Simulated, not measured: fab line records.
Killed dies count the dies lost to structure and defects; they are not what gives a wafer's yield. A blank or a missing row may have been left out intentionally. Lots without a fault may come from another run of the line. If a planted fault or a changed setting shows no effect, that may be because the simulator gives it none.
What tool caused it? | flow berkeley cmos170 | 11 lots with 33 wafers sampled at 3 steps, on a route of 331 steps

WHAT EACH GAUGE READ, for each wafer
UCB170_ACTIVE_CD_MEAS_90 targets a cd of 1200 nm. Usual: cd nm 1199.9 nm, standard deviation 1.5.
lot  | measured    | on        | cd nm (nm)           | flag
L905 | day 4 21:10 | cd sem-01 | 1199.2 1199.1 1201.3 |
L906 | day 5 05:43 | cd sem-01 | 1199.2 1201.6 1201.3 |
L907 | day 5 11:22 | cd sem-02 | 1202.8 1202.3 1201.9 |
L908 | day 5 11:38 | cd sem-02 | 1197.9 1199.0 1198.4 |
L910 | day 5 19:26 | cd sem-01 | 1200.8 1200.7 1199.6 |
L913 | day 6 18:47 | cd sem-02 | 1201.2 1200.9 1199.6 |
L914 | day 7 02:40 | cd sem-01 | 1200.9 1200.5 1201.8 |
L920 | day 8 13:11 | cd sem-02 | 1200.8 1201.6 1201.0 |
L921 | day 8 13:31 | cd sem-02 | 1197.8 1197.6 1196.9 |
L922 | day 8 13:43 | cd sem-01 | 1199.5 1197.7 1199.2 |
L925 | day 9 13:34 | cd sem-02 | 1199.6 1199.0 1198.6 |

UCB170_PLDD_CD_MEAS_06 targets a cd of 1200 nm. Usual: cd nm 1200.0 nm, standard deviation 1.3.
lot  | measured     | on        | cd nm (nm)           | flag
L905 | day 7 16:58  | cd sem-02 | 1200.5 1199.8 1199.2 |
L906 | day 8 03:43  | cd sem-01 | 1198.7 1199.5 1199.3 |
L907 | day 8 04:10  | cd sem-01 | 1200.3 1201.3 1201.0 |
L908 | day 8 03:55  | cd sem-02 | 1199.8 1201.0 1200.6 |
L910 | day 8 18:38  | cd sem-02 | 1201.1 1202.4 1202.3 |
L913 | day 9 02:28  | cd sem-02 | 1199.3 1200.5 1197.8 |
L914 | day 9 19:50  | cd sem-01 | 1201.1 1200.0 1198.7 |
L920 | day 11 06:04 | cd sem-02 | 1198.6 1198.3 1198.0 |
L921 | day 11 05:45 | cd sem-02 | 1200.6 1201.1 1201.3 |
L922 | day 11 04:46 | cd sem-01 | 1200.5 1200.2 1200.3 |
L925 | day 11 22:24 | cd sem-02 | 1201.9 1202.5 1200.0 |

WHICH TOOL RAN EACH LOT (tool, then ch and the chambers of the sampled wafers, then the start)
lot  | UCB170_GATE_ETCH_14
L905 | rie diel-04 ch 2,3, day 7 15:18
L906 | rie diel-02 ch 2,3, day 8 02:14
L907 | rie diel-02 ch 0,1, day 8 02:35
L908 | rie diel-04 ch 2,3, day 8 02:28
L910 | rie diel-04 ch 1,2,3, day 8 17:04
L913 | rie diel-02 ch 0,1,3, day 9 00:58
L914 | rie diel-02 ch 1,2,3, day 9 18:16
L920 | rie diel-04 ch 2,3, day 11 03:55
L921 | rie diel-03 ch 0,2, day 11 03:52
L922 | rie diel-04 ch 1,2,3, day 11 03:07
L925 | rie diel-04 ch 1,2, day 11 20:48
- UCB170_GATE_ETCH_14: etches BARC in N2/H2.

WHAT THE TOOLS THEMSELVES READ (means of the sampled wafers that have a number; where no wafer has one, the mark that the record gives instead)
UCB170_GATE_ETCH_14. Usual: bias w 100.04 W, standard deviation 0.28; drypump motor current A 5.7 A, standard deviation 0.39; oes product au 1.003 a.u., standard deviation 0.025; throttle valve pct 13.22 %, standard deviation 0.2.
lot  | tool        | bias w (W) | drypump motor current A (A) | oes product au (a.u.) | throttle valve pct (%) | flag
L905 | rie diel-04 | 99.82      | 6.0                         | 1.021                 | 13.27                  |
L906 | rie diel-02 | 100.12     | 6.0                         | 0.978                 | 13.34                  |
L907 | rie diel-02 | 99.82      | 5.4                         | 1.039                 | 13.13                  |
L908 | rie diel-04 | 99.71      | 5.6                         | 0.995                 | 13.40                  |
L910 | rie diel-04 | 99.98      | 5.7                         | 1.005                 | 13.19                  |
L913 | rie diel-02 | 103.06     | 5.7                         | 1.023                 | 13.09                  | OFF
L914 | rie diel-02 | 102.87     | 5.9                         | 1.019                 | 13.25                  | OFF
L920 | rie diel-04 | 100.10     | 6.0                         | 1.014                 | 13.28                  |
L921 | rie diel-03 | 100.20     | 5.6                         | 0.999                 | 13.16                  |
L922 | rie diel-04 | 100.18     | 5.7                         | 0.998                 | 13.19                  |
L925 | rie diel-04 | 100.11     | 6.0                         | 1.020                 | 13.07                  |

THE ANSWER, worked out from the rows above alone
Rule: lot off if the mean of its wafers having a number is beyond 3 standard deviations from the usual mean. A lot without any number at a reading at which 4 lots or more have one is off too. All remaining lots with rows at the step are treated as sound. First the gauges in route order, then the tools' own readings, where a lot's mean is used as printed above. At the first step where some lot is off, the reading lying furthest off is the one used; lots without a number count as furthest.
Off: L913, L914 (UCB170_GATE_ETCH_14, bias w).
If a tool, at that step or one of the process steps before it, ran each lot that is off and ran no sound lot following the first of them, it fits. One fits: UCB170_GATE_ETCH_14 on rie diel-02. Its last sound lot is L907 (day 8 02:35), its first lot that is off L913 (day 9 00:58): a fault that began between those two fits.
On the lots that are off, the tool's own readings at UCB170_GATE_ETCH_14 differ by more than 5 times the standard deviation of the sound lots' means, which bears it out; bias w reads 102.97 W there versus 100.00 W on the sound lots.

WHAT THE SIMULATOR PUT IN
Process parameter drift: rie diel-02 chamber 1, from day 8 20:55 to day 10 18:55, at UCB170_GATE_ETCH_14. Setting bias w shifted by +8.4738 from 100. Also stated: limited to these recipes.
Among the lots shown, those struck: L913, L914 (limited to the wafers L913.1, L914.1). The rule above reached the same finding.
